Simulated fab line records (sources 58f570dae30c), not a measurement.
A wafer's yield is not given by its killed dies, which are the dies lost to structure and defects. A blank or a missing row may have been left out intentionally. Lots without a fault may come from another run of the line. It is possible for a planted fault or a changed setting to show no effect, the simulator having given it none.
A lot that was struck, set against a sound lot | flow berkeleyCmos170 | 42 steps out of a route of 331
Sound: these wafers, L300.1, L300.2, L300.6. Struck: wafers L312.3, L312.5. (L312.4 of the same lot was not struck and is left out.) The cause comes at the end.
At each step with rows: each side's tool, then ch and its chambers, then its first start. Under that, the readings that differ: sound wafers | struck wafers | difference of the means | sigmas: that difference in standard deviations of wafers without a fault.
alike: a reading whose means differ by less than 2 such deviations, as well as words and numbers matching on both sides. not compared: withheld readings; readings where some wafer has no value; bounds like >300 that might hide an equal value; numbers whose values overlap and for which the record gives no deviation.
A row with sigmas, a row that says differs or no value, or rows on one side alone: a step with any of these is where the two part. Numbers that have no deviation but don't overlap get no sigmas and don't part them. A reading missing from all wafers of one side parts the sides only when that side holds two or more wafers.

first, 5 steps without rows for these wafers: UCB170_M1_COAT_04 (resist thk 900 nm); UCB170_M1_SOFTBAKE_05 (time 60 s); UCB170_M1_EXPOSE_06 (exposes mask METAL1, target cd 700 nm); UCB170_M1_PEB_07; UCB170_M1_DEVELOP_08 (develop time 45 s).
UCB170_M1_CD_MEAS_09: the cd target is 700 nm.
  struck on cdSem-02, day 11 00:01; sound on cdSem-02, day 8 19:16
  alike: cdNm
UCB170_M1_OVL_MEAS_10:
  struck on overlay-02, day 11 00:07; sound on overlay-02, day 8 19:23
  alike: M1_OVL
UCB170_M1_ETCH_11: etches BARC in N2/H2.
  sound on rieDiel-02 ch 0,2, day 8 19:26; struck on rieDiel-03 ch 0,2, day 11 00:08
  alike: drypumpMotorCurrentA, n2FlowSccm, oesProductAu, throttleValvePct
UCB170_M1_METAL_ETCH_12: etches Al in Cl2/BCl3, stops on PSG, target depth 780 nm, time 130 s.
  sound on rieMetal-03 ch 0,1, day 8 19:28; struck on rieMetal-03 ch 0,1, day 11 00:13
  alike: drypumpMotorCurrentA, oesProductAu, throttleValvePct
  not compared: rfHoursCounterH
then, 1 step without rows for these wafers: UCB170_M1_STRIP_13 (strips in O2).
UCB170_M1_CD_MEAS_90: the cd target is 700 nm.
  struck on cdSem-01, day 11 00:27; sound on cdSem-01, day 8 19:42
  alike: cdNm
then, 1 step without rows for these wafers: UCB170_M1_ANNEAL_14 (time 1200 s).
UCB170_V1_CVD_00: deposits SiO2 from TEOS/O2, target thk 2000 nm, time 250 s.
  sound on pecvd-02 ch 0,2, day 8 21:31; struck on pecvd-03 ch 2, day 11 01:52
reading                            | sound          | struck    | difference | sigmas
model.SiO2_of_V1_CVD_00.thkNm (nm) | 1928 1959 1972 | 875 878.8 | -1076      | 
  alike: heaterPowerW
UCB170_V1_THK_MEAS_01:
  struck on filmMetro-02, day 11 02:16; sound on filmMetro-04, day 8 21:41
reading          | sound          | struck  | difference | sigmas
V1_TEOS_THK (nm) | 1925 1958 1975 | 876 879 | -1075      | -41
  not compared: hold
UCB170_V1_CMP_02: polishes SiO2.
  sound on cmp-01 ch 0,3, day 8 21:44; struck on cmp-01 ch 2, day 11 05:10
reading | sound | struck                                          | difference                   | sigmas
hold    | - - - | awaitDispo/2.8h/release awaitDispo/2.8h/release | no value on the sound wafers | 
  alike: motorCurrentA, platenRpm
UCB170_V1_BOW_MEAS_03:
  struck on filmMetro-01, day 11 05:44; sound on filmMetro-02, day 8 22:02
reading     | sound    | struck | difference                    | sigmas
V1_BOW (um) | 25 21 13 | - -    | no value on the struck wafers | 
  not compared: hold
UCB170_V1_THK_MEAS_04:
  struck on filmMetro-01, day 11 08:20; sound on filmMetro-02, day 8 22:10
reading              | sound              | struck      | difference | sigmas
V1_POLISHED_THK (nm) | 1001.6 999.3 998.6 | 875.2 877.5 | -123.5     | -99 or more
  not compared: hold
then, 6 steps without rows for these wafers: UCB170_V1_HMDS_06 (prime time 60 s); UCB170_V1_COAT_07 (resist thk 900 nm); UCB170_V1_SOFTBAKE_08 (time 60 s); UCB170_V1_EXPOSE_09 (exposes mask VIA1, target cd 700 nm); UCB170_V1_PEB_10; UCB170_V1_DEVELOP_11 (develop time 45 s).
UCB170_V1_CD_MEAS_12: the cd target is 700 nm.
  struck on cdSem-02, day 11 12:42; sound on cdSem-01, day 8 23:34
  alike: cdNm
UCB170_V1_OVL_MEAS_13:
  struck on overlay-01, day 11 12:47; sound on overlay-01, day 8 23:41
  alike: V1_OVL
UCB170_V1_ETCH_14: etches SiO2 in CHF3/CF4/Ar, stops on Al, target depth 1250 nm, time 291 s.
  sound on rieDiel-04 ch 0,1,3, day 8 23:43; struck on rieDiel-01 ch 0,1, day 11 12:49
reading                      | sound             | struck      | difference | sigmas
oesProductAu (a.u.)          | 0.856 0.882 0.854 | 0.793 0.817 | -0.059     | -5
model.V1.featureDepthNm (nm) | 1001 999.8 998.5  | 875 878.8   | -123       | 
model.etch.depthNm (nm)      | 1001 999.8 998.5  | 875 878.8   | -123       | 
  alike: drypumpMotorCurrentA, throttleValvePct
  not compared: rfHoursCounterH
UCB170_V1_STRIP_15: strips in O2.
  sound on plasmaAsher-02 ch 0,1, day 8 23:54; struck on plasmaAsher-04 ch 0,1, day 11 13:01
  alike: drypumpMotorCurrentA, oesProductAu, stripTimeToEndpointS
  not compared: rfHoursCounterH
UCB170_V1_CD_MEAS_90: the cd target is 700 nm.
  struck on cdSem-01, day 11 13:08; sound on cdSem-01, day 9 00:00
  alike: cdNm
then, 2 steps without rows for these wafers: UCB170_M2_PRE_CLEAN_00 (preclean etch time 60 s); UCB170_M2_SPUTTER_01 (material Al, target thk 900 nm, time 120 s).
UCB170_M2_RS_MEAS_02: measures by four-point-probe.
  struck on filmMetro-02, day 11 13:24; sound on filmMetro-02, day 9 00:16
  alike: M2_AL_RS
UCB170_M2_THK_MEAS_03: measures by xrf.
  struck on filmMetro-02, day 11 13:37; sound on filmMetro-02, day 9 00:23
  alike: M2_AL_THK
then, 3 steps without rows for these wafers: UCB170_M2_HMDS_04 (prime time 60 s); UCB170_M2_COAT_05 (resist thk 900 nm); UCB170_M2_SOFTBAKE_06 (time 60 s).
UCB170_M2_STRIP_07: strips in O2.
  sound on plasmaAsher-03 ch 0,1, day 9 01:22; struck on plasmaAsher-04 ch 1, day 11 14:30
reading                  | sound       | struck  | difference | sigmas
drypumpMotorCurrentA (A) | 5.9 6.0 6.1 | 5.2 5.2 | -0.8       | -2
  alike: oesProductAu, stripTimeToEndpointS
  not compared: rfHoursCounterH
then, 5 steps without rows for these wafers: UCB170_M2_STRIP_08 (strips KrF in DMSO, time 600 s); UCB170_M2_COAT_09; UCB170_M2_COAT_10 (resist thk 900 nm); UCB170_M2_SOFTBAKE_11 (time 60 s); UCB170_M2_EXPOSE_12 (exposes mask METAL2, target cd 700 nm).
UCB170_M2_METAL_ETCH_18: etches Al in Cl2/BCl3, stops on SiO2, target depth 1170 nm, time 195 s.
  sound on rieMetal-03 ch 0,1, day 9 05:28; struck on rieMetal-02 ch 0,1, day 11 17:19
reading                            | sound             | struck    | difference | sigmas
model.SiO2_of_V1_CVD_00.thkNm (nm) | 941.5 938.4 937.5 | 814 819.4 | -122       | 
  alike: drypumpMotorCurrentA, oesProductAu, throttleValvePct
  not compared: rfHoursCounterH

== WHERE THEY PART ==
First at UCB170_V1_THK_MEAS_01; last, within this record, at UCB170_M2_STRIP_07. Later steps at which nothing parts them and some readings are alike: UCB170_M2_METAL_ETCH_18.

WHY: the cause the simulator had injected
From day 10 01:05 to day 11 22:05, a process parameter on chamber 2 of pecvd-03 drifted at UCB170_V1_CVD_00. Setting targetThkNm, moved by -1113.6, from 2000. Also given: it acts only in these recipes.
